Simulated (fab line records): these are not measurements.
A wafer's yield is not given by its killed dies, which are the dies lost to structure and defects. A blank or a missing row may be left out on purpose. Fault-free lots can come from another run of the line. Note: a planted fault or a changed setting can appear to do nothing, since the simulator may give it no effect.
Code-filled problem report in 8D (eight disciplines) form / flow berkeley-cmos170 / the parts of the form that need people (team, actions taken, sign-off) are left out

## 1. THE ISSUE
Across 12 wafers from 4 lots, NWELL_NITRIDE_THK at UCB170_NWELL_THK_MEAS_05 averages 159.2 nm, while fault-free wafers read 223.2 nm with a standard deviation of 2. Measured from the usual mean, that is -32 standard deviations.
The first sign was on wafer L324.2 at day 4 11:52, on film-metro-02. Wafers with a number at this step in the record: 48, from 16 lots. Rule for "out", or "out of limits": more than 4 standard deviations from the usual mean. Any other wafer with a number is counted as sound.

## 2. WHAT IT IS; WHAT IT IS NOT
question=which readings at this step | is=NWELL_NITRIDE_THK | is not=-
question=which lots | is=L324, L325, L326, L327 | is not=L315, L316, L318, L319, L328, L329, L330, L331, L332, L333, L334, L338
question=which wafers of those lots | is=all that have a number | is not=-
question=read on which gauges | is=film-metro-01, film-metro-02, film-metro-03 | is not=-
question=when | is=from day 4 11:52 | is not=up to then (12 sound wafers); but 24 sound wafers of L328, L329, L330, L331, L332, L333, L334, L338 came after

## 3. SUSPECTS, AND WHAT RULES EACH OUT
Counting: a tool stays on the suspect list if, at a process step up to the reading, it processed all lots that are out and no sound lot following the first of them.
- ruled out: the gauge at UCB170_NWELL_THK_MEAS_05. 3 gauges (film-metro-01, film-metro-02, film-metro-03) read the wafers that are out.
- lpcvd-01 at UCB170_NWELL_CVD_04 (deposits Si3N4 from SiH2Cl2/NH3, target thk 224 nm, time 3360 s): kept. It ran every lot that is out, first L324 (day 4 09:56), and no sound lot after that; its last sound lot up to then is L319 (day 3 07:14).
Remaining after the count: lpcvd-01 at UCB170_NWELL_CVD_04.

## 4. THE CAUSE (what the simulator had put in)
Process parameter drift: lpcvd-01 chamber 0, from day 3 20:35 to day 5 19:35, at UCB170_NWELL_CVD_04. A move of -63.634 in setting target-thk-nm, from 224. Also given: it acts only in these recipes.
Counting left only this tool.

## 5. THE CHAIN OF EFFECTS, in route order
One row per reading whose mean, taken over the struck wafers that have a number, lies over 3 standard deviations from the usual. Only readings whose record carries a usual standard deviation are examined. hours: median over the lots of the time between each lot's start at the first step of this table that gives one and its start at this step. sigmas: the change, counted in usual standard deviations.
hours=0; step=UCB170_NWELL_THK_MEAS_05; reading=NWELL_NITRIDE_THK; usual=223.2 nm; on struck wafers=159.2; change=-63.9; sigmas=-32
hours=2; step=UCB170_NWELL_ETCH_13; reading=oes-product-au; usual=0.954 a.u.; on struck wafers=0.786; change=-0.168; sigmas=-11
Here are the process steps it includes:
- UCB170_NWELL_ETCH_13: etches Si3N4 in CH3F/Ar/O2, stops on SiO2, target depth 246.4 nm, time 151.2 s.

## 6. HOW IT WOULD HAVE BEEN CAUGHT EARLIER
Counted from the fault's start at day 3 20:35, it took 15 hours until the first out-of-limits reading at a measuring or inspecting step in this record, taken at day 4 11:52.
Of the lots that are out (4), L325, L326, L327 began UCB170_NWELL_CVD_04 on lpcvd-01 after day 4 11:52. A hold on the tool at that time would have spared those 3.
